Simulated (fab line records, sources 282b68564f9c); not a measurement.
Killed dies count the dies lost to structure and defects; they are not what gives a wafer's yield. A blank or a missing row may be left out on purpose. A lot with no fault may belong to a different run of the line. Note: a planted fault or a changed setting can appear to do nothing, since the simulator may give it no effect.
What tool caused it? -- flow ritCmos -- route of 202 steps, sampled at 1 step: 14 lots, 42 wafers

## WHAT THE GAUGES SHOWED, per wafer
No reading from a measuring or inspecting step in the record can be judged against a usual standard deviation.

## TOOL THAT RAN EACH LOT (tool first, then ch and the chambers of the sampled wafers, then the start)
lot,RIT_SILICIDE_WET_ETCH_00
L644,"wetBench-04 ch 1, day 3 01:30"
L646,"wetBench-04 ch 0, day 3 13:28"
L648,"wetBench-04 ch 0, day 3 23:23"
L650,"wetBench-03 ch 2, day 4 09:21"
L651,"wetBench-04 ch 0, day 4 17:55"
L652,"wetBench-01 ch 3, day 4 20:00"
L653,"wetBench-04 ch 1, day 5 01:35"
L654,"wetBench-03 ch 0, day 5 04:02"
L657,"wetBench-03 ch 3, day 5 20:01"
L658,"wetBench-01 ch 2, day 6 01:01"
L662,"wetBench-03 ch 0, day 6 20:19"
L663,"wetBench-03 ch 1, day 7 01:34"
L666,"wetBench-03 ch 0, day 7 17:56"
L667,"wetBench-04 ch 2, day 7 23:33"
- RIT_SILICIDE_WET_ETCH_00: etches SiO2 in BOE, target depth 14 nm, time 15 s.

## AS READ BY THE TOOLS THEMSELVES (means over the sampled wafers that have a number; for cases with no such wafer, the mark the record gives instead)
RIT_SILICIDE_WET_ETCH_00. Usual: bathHeatDutyPct 1.7 %, standard deviation 0.37; runLengthS 43.6 s, standard deviation 2.2; tempC 21.50 C, standard deviation 0.11.
lot,tool,bathHeatDutyPct (%),runLengthS (s),tempC (C),flag
L644,wetBench-04,1.6,43.5,21.58,
L646,wetBench-04,1.8,41.5,21.51,
L648,wetBench-04,2.0,41.5,21.64,
L650,wetBench-03,1.6,41.9,21.57,
L651,wetBench-04,1.6,42.9,21.58,
L652,wetBench-01,1.4,46.5,21.54,
L653,wetBench-04,-,-,-,OFF
L654,wetBench-03,-,-,-,OFF
L657,wetBench-03,1.4,41.4,21.50,
L658,wetBench-01,1.3,46.6,21.53,
L662,wetBench-03,1.6,41.7,21.46,
L663,wetBench-03,1.6,41.8,21.60,
L666,wetBench-03,1.5,43.1,21.45,
L667,wetBench-04,1.8,41.5,21.47,

## THE ANSWER, worked out from the rows above alone
Rule: lot off if the mean of its wafers having a number is beyond 3 standard deviations from the usual mean. A lot without any number at a reading at which 4 lots or more have one is off too. The other lots that the step has rows for count as sound. After the gauges, taken in route order, come the tools' own readings; for these a lot's mean is taken, as printed above. The first step at which some lot is off is used, and at that step the reading that is off furthest; a lot without a number counts as furthest.
Off at RIT_SILICIDE_WET_ETCH_00 (bathHeatDutyPct): L653, L654. Without a number there: L653, L654.
If a tool, at that step or one of the process steps before it, ran each lot that is off and ran no sound lot following the first of them, it fits. Not one of the candidates tried fits.

## WHAT HAD BEEN PUT IN BY THE SIMULATOR
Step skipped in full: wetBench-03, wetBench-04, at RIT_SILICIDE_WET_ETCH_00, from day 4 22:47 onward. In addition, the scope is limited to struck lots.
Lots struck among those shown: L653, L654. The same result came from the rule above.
